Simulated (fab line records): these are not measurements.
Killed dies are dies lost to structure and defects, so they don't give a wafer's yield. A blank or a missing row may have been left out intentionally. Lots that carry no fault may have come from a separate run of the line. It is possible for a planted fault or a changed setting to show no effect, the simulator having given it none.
Which tool was responsible? -- flow ritCmos -- 14 lots with 42 wafers sampled at 6 steps, on a route of 202 steps

== WHAT EACH GAUGE READ, for each wafer ==
RIT_REOX_THK_MEAS_04. Usual: REOX_OXIDE_THK gives 25.1 nm (standard deviation 0.42).
lot,measured,on,REOX_OXIDE_THK (nm),flag
L390,day 2 16:38,filmMetro-03,25.6 25.5 25.5,
L392,day 3 02:44,filmMetro-03,25.6 25.6 25.4,
L393,day 3 07:59,filmMetro-03,25.1 24.9 25.2,
L394,day 3 13:44,filmMetro-03,25.8 25.7 25.6,
L395,day 3 21:36,filmMetro-03,25.0 24.4 24.5,
L396,day 3 23:26,filmMetro-04,24.6 25.4 25.4,
L397,day 4 03:55,filmMetro-02,25.8 25.7 25.8,
L399,day 4 14:43,filmMetro-02,25.1 25.1 25.4,
L401,day 5 00:02,filmMetro-03,24.8 25.3 25.3,
L407,day 6 07:56,filmMetro-03,25.0 25.5 25.6,
L409,day 6 14:53,filmMetro-03,24.9 24.8 25.1,
L411,day 7 00:41,filmMetro-04,24.5 24.8 25.5,
L412,day 7 08:11,filmMetro-03,25.0 25.5 25.3,
L413,day 7 12:37,filmMetro-02,25.1 23.9 24.6,

RIT_PLDD_TW_MEAS_10. Usual: PLDD_TW gives 2350 (standard deviation 35).
lot,measured,on,PLDD_TW,flag
L390,day 2 19:43,filmMetro-02,2310 2319 2309,
L392,day 3 05:39,filmMetro-04,2379 2356 2375,
L393,day 3 10:59,filmMetro-02,2331 2318 2311,
L394,day 3 16:58,filmMetro-01,2425 2409 2411,
L395,day 4 00:34,filmMetro-02,2332 2322 2322,
L396,day 4 02:17,filmMetro-02,2313 2312 2308,
L397,day 4 06:53,filmMetro-01,2423 2416 2406,
L399,day 4 17:48,filmMetro-04,2361 2358 2375,
L401,day 5 03:28,filmMetro-01,2403 2403 2417,
L407,day 6 11:02,filmMetro-02,2587 2591 2591,OFF
L409,day 6 17:52,filmMetro-01,2696 2707 2694,OFF
L411,day 7 03:41,filmMetro-02,2313 2317 2306,
L412,day 7 11:11,filmMetro-04,2353 2349 2342,
L413,day 7 15:43,filmMetro-04,2342 2350 2351,

RIT_SDANNEAL_RS_MEAS_06: the measuring method here is four-point-probe. Usual: PLDD_RS gives 178.7 ohm/sq (standard deviation 0.53).
lot,measured,on,PLDD_RS (ohm/sq),flag
L390,day 3 03:05,filmMetro-04,178.7 179.4 179.4,
L392,day 3 12:18,filmMetro-01,178.7 178.9 178.4,
L393,day 3 17:18,filmMetro-04,177.6 178.2 178.1,
L394,day 3 23:18,filmMetro-02,178.1 178.2 177.6,
L395,day 4 06:38,filmMetro-02,178.5 178.3 178.8,
L396,day 4 08:43,filmMetro-04,178.0 178.1 178.5,
L397,day 4 13:27,filmMetro-01,178.0 178.1 178.4,
L399,day 5 00:01,filmMetro-02,178.5 178.9 178.6,
L401,day 5 09:59,filmMetro-01,178.6 178.4 178.2,
L407,day 6 17:23,filmMetro-02,157.3 157.3 157.2,OFF
L409,day 7 00:14,filmMetro-02,157.4 157.9 157.0,OFF
L411,day 7 10:05,filmMetro-02,179.2 178.9 179.0,
L412,day 7 17:20,filmMetro-01,177.8 178.6 178.3,
L413,day 7 21:47,filmMetro-04,178.8 179.3 179.5,

== EACH LOT AND THE TOOL THAT RAN IT (in order: tool; ch and the chambers of the sampled wafers; start) ==
lot,RIT_GATE_STRIP_20,RIT_PLDD_IMPLANT_08,RIT_NSD_STRIP_09
L390,"plasmaAsher-02 ch 0,1, day 2 13:22","implanter-03 ch 0, day 2 19:23","plasmaAsher-01 ch 0,1, day 3 00:38"
L392,"plasmaAsher-02 ch 0, day 2 22:08","implanter-03 ch 0, day 3 05:20","plasmaAsher-01 ch 0,1, day 3 09:51"
L393,"plasmaAsher-02 ch 1, day 3 03:38","implanter-04 ch 0, day 3 10:39","plasmaAsher-04 ch 1, day 3 14:52"
L394,"plasmaAsher-02 ch 0,1, day 3 09:52","implanter-01 ch 0, day 3 16:38","plasmaAsher-04 ch 0,1, day 3 20:50"
L395,"plasmaAsher-02 ch 1, day 3 17:19","implanter-03 ch 0, day 4 00:15","plasmaAsher-01 ch 0,1, day 4 04:17"
L396,"plasmaAsher-01 ch 0,1, day 3 19:48","implanter-04 ch 0, day 4 01:58","plasmaAsher-04 ch 0, day 4 06:17"
L397,"plasmaAsher-02 ch 0,1, day 3 23:38","implanter-03 ch 0, day 4 06:33","plasmaAsher-03 ch 0,1, day 4 10:49"
L399,"plasmaAsher-01 ch 0,1, day 4 11:28","implanter-01 ch 0, day 4 17:29","plasmaAsher-01 ch 0,1, day 4 21:40"
L401,"plasmaAsher-02 ch 0,1, day 4 20:20","implanter-04 ch 0, day 5 03:10","plasmaAsher-03 ch 0,1, day 5 07:22"
L407,"plasmaAsher-02 ch 0,1, day 6 04:43","implanter-04 ch 0, day 6 10:43","plasmaAsher-01 ch 0, day 6 14:47"
L409,"plasmaAsher-01 ch 0,1, day 6 11:41","implanter-04 ch 0, day 6 17:35","plasmaAsher-01 ch 0,1, day 6 21:44"
L411,"plasmaAsher-02 ch 0,1, day 6 21:28","implanter-03 ch 0, day 7 03:22","plasmaAsher-03 ch 0,1, day 7 07:35"
L412,"plasmaAsher-02 ch 0,1, day 7 03:46","implanter-03 ch 0, day 7 10:42","plasmaAsher-03 ch 0,1, day 7 15:00"
L413,"plasmaAsher-02 ch 0,1, day 7 09:05","implanter-03 ch 0, day 7 15:25","plasmaAsher-01 ch 0,1, day 7 19:29"
- RIT_GATE_STRIP_20: strips in O2, time 180 s.
- RIT_PLDD_IMPLANT_08
- RIT_NSD_STRIP_09: strips in O2, time 180 s.

== WHAT THE TOOLS THEMSELVES READ (means of the sampled wafers that have a number; where no wafer has one, the mark that the record gives instead) ==
RIT_GATE_STRIP_20. Usual: drypumpMotorCurrentA 5.6 A, standard deviation 0.42.
lot,tool,drypumpMotorCurrentA (A),flag
L390,plasmaAsher-02,5.4,
L392,plasmaAsher-02,5.1,
L393,plasmaAsher-02,6.0,
L394,plasmaAsher-02,5.7,
L395,plasmaAsher-02,6.0,
L396,plasmaAsher-01,5.8,
L397,plasmaAsher-02,5.4,
L399,plasmaAsher-01,5.8,
L401,plasmaAsher-02,5.5,
L407,plasmaAsher-02,5.7,
L409,plasmaAsher-01,6.1,
L411,plasmaAsher-02,5.7,
L412,plasmaAsher-02,5.4,
L413,plasmaAsher-02,5.7,

RIT_PLDD_IMPLANT_08. Usual: beamEnergyKeV 19.999, standard deviation 0.0059; doseIonsCm2 9.001e+14, standard deviation 1e+12; endStationPressureTorr 7.2e-06 Torr, standard deviation 3.6e-07; faradayCurrentUA 2826, standard deviation 53.
lot,tool,beamEnergyKeV,doseIonsCm2,endStationPressureTorr (Torr),faradayCurrentUA,flag
L390,implanter-03,20.004,9.001e+14,7.1e-06,2811,
L392,implanter-03,19.999,9.020e+14,7.4e-06,2824,
L393,implanter-04,20.001,8.992e+14,7.0e-06,2850,
L394,implanter-01,19.999,9.009e+14,7.3e-06,2835,
L395,implanter-03,20.001,8.997e+14,7.6e-06,2771,
L396,implanter-04,19.992,9.009e+14,7.2e-06,2865,
L397,implanter-03,20.003,9.002e+14,7.2e-06,2802,
L399,implanter-01,19.999,9.005e+14,7.1e-06,2831,
L401,implanter-04,19.992,9.003e+14,7.5e-06,2855,
L407,implanter-04,19.997,1.455e+15,8.6e-06,4444,OFF
L409,implanter-04,20.001,1.454e+15,8.4e-06,4511,OFF
L411,implanter-03,19.998,8.987e+14,7.2e-06,2863,
L412,implanter-03,19.999,8.996e+14,7.5e-06,2801,
L413,implanter-03,19.999,9.001e+14,7.3e-06,2829,

RIT_NSD_STRIP_09. Usual: drypumpMotorCurrentA 5.8 A, standard deviation 0.32.
lot,tool,drypumpMotorCurrentA (A),flag
L390,plasmaAsher-01,5.8,
L392,plasmaAsher-01,6.0,
L393,plasmaAsher-04,5.8,
L394,plasmaAsher-04,5.7,
L395,plasmaAsher-01,5.8,
L396,plasmaAsher-04,5.6,
L397,plasmaAsher-03,5.9,
L399,plasmaAsher-01,5.8,
L401,plasmaAsher-03,5.8,
L407,plasmaAsher-01,5.6,
L409,plasmaAsher-01,6.1,
L411,plasmaAsher-03,5.8,
L412,plasmaAsher-03,5.8,
L413,plasmaAsher-01,6.1,

== THE ANSWER, worked out from the rows above alone ==
Rule: a lot is off if the mean of its wafers that have a number lies more than 3 standard deviations from the usual mean. Also off: a lot with no number at a reading for which 4 or more lots have one. The other lots that the step has rows for count as sound. First the gauges in route order, then the tools' own readings, where a lot's mean is used as printed above. At the first step where some lot is off, the reading lying furthest off is the one used; lots without a number count as furthest.
Off: at RIT_PLDD_TW_MEAS_10 (PLDD_TW), L407, L409.
If a tool, at a process step before that reading, ran all the lots that are off and no sound lot after the first of them, it fits. Not tried: the gauges at RIT_PLDD_TW_MEAS_10; whatever is off there is also off at RIT_PLDD_IMPLANT_08, on other tools, and gauge error can't account for it. One fits: RIT_PLDD_IMPLANT_08 on implanter-04. Its last sound lot is L401 (day 5 03:10), its first lot that is off L407 (day 6 10:43): a fault that began between those two fits.
The tool's own readings at RIT_PLDD_IMPLANT_08 bear it out: on the lots that are off they differ by more than 5 times the standard deviation of the sound lots' means. doseIonsCm2 reads 1.454e+15 there against 9.002e+14 on the sound lots; endStationPressureTorr reads 8.5e-06 Torr there against 7.3e-06 Torr on the sound lots; faradayCurrentUA reads 4478 there against 2828 on the sound lots.

== WHAT WAS PUT IN BY THE SIMULATOR ==
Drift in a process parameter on implanter-04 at RIT_PLDD_IMPLANT_08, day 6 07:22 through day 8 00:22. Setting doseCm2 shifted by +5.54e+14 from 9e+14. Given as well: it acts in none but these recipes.
Struck lots among those shown: L407, L409. The same result came from the rule above.
